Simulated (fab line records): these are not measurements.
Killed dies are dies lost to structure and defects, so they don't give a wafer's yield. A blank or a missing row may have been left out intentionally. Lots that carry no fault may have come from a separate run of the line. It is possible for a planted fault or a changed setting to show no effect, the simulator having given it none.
8D (eight disciplines) problem report, filled in by code / flow berkeley cmos170 / the parts of the form that need people (team, actions taken, sign-off) are left out

== 1. WHAT IS WRONG ==
heater power total W at UCB170_M3_PEB_13 reads a mean of 56.45 W on 6 wafers of 2 lots; wafers without a fault read 56.80 W with a standard deviation of 0.043. That puts it -8.1 standard deviations away from the usual mean.
First seen on wafer L333.2, day 10 17:03, on litho track-03. The record has a number at this step for 18 wafers belonging to 6 lots. Rule for "out" (also "out of limits"): further than 4 standard deviations from the usual mean. The rest of the wafers with a number are treated as sound.

== 2. WHAT THIS IS AND IS NOT ==
question=which readings at this step | is=heater power total W | is not=-
question=which lots | is=L333, L336 | is not=L326, L329, L337, L346
question=which wafers of those lots | is=all that have a number | is not=-
question=read on which tools | is=litho track-03 | is not=litho track-01, litho track-02
question=when | is=from day 10 17:03 | is not=up to then (6 sound wafers); but 6 sound wafers of L337, L346 came after

== 3. SUSPECTS, AND WHAT RULES EACH OUT ==
Counting: any tool at a process step up to the reading is kept as a suspect provided that every lot that is out went through it and no sound lot did after the first of them.
- pvd sputter-03 at UCB170_M3_SPUTTER_01 (material Al, target thk 900 nm, time 120 s): kept. Every lot that is out went through it, starting with L333 (day 10 15:18), and after that it ran no sound lot; the last sound lot it ran before then is L329 (day 9 13:44).
- plasma asher-01 at UCB170_M3_STRIP_07 (strips in O2): ruled out as a lasting fault. After its first lot that is out, L333 (day 10 16:01), sound lots L337 ran on it.
- litho track-03 at UCB170_M3_PEB_13: kept. Every lot that is out went through it, starting with L333 (day 10 17:03), and after that it ran no sound lot; the last sound lot it ran before then is L329 (day 9 15:31). On those wafers its own readings are out: heater power total W.
After counting, pvd sputter-03 at UCB170_M3_SPUTTER_01 and litho track-03 at UCB170_M3_PEB_13 remain.

== 4. THE CAUSE (what the simulator had put in) ==
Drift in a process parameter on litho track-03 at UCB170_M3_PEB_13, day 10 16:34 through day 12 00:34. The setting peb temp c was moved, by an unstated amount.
After counting, 2 suspects remain, this tool included.

== 5. SEQUENCE OF EFFECTS, ordered by route ==
Each row: a reading where the mean over the struck wafers with a number is more than 3 standard deviations away from the usual. Readings are gone through only where the record gives a usual standard deviation; hours: the median, over the lots, of the time from a lot's start at the first step in this table giving one to that lot's start at this step; sigmas: the change measured in usual standard deviations.
hours=0; step=UCB170_M3_PEB_13; reading=heater power total W; usual=56.80 W; on struck wafers=56.45; change=-0.35; sigmas=-8.1
hours=0; step=UCB170_M3_PEB_13; reading=plate temp C; usual=130.03 C; on struck wafers=129.40; change=-0.63; sigmas=-4.2
Its process steps:
- UCB170_M3_PEB_13
Later steps that measure or inspect, where all struck wafers having a row at the step show a number for every such reading and not one has moved that far: UCB170_M3_CD_MEAS_15, UCB170_M3_OVL_MEAS_16.

== 6. WHAT WOULD HAVE CAUGHT IT SOONER ==
In this record the first reading out of limits was taken at day 10 17:03, 0 hours after the fault began at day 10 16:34.
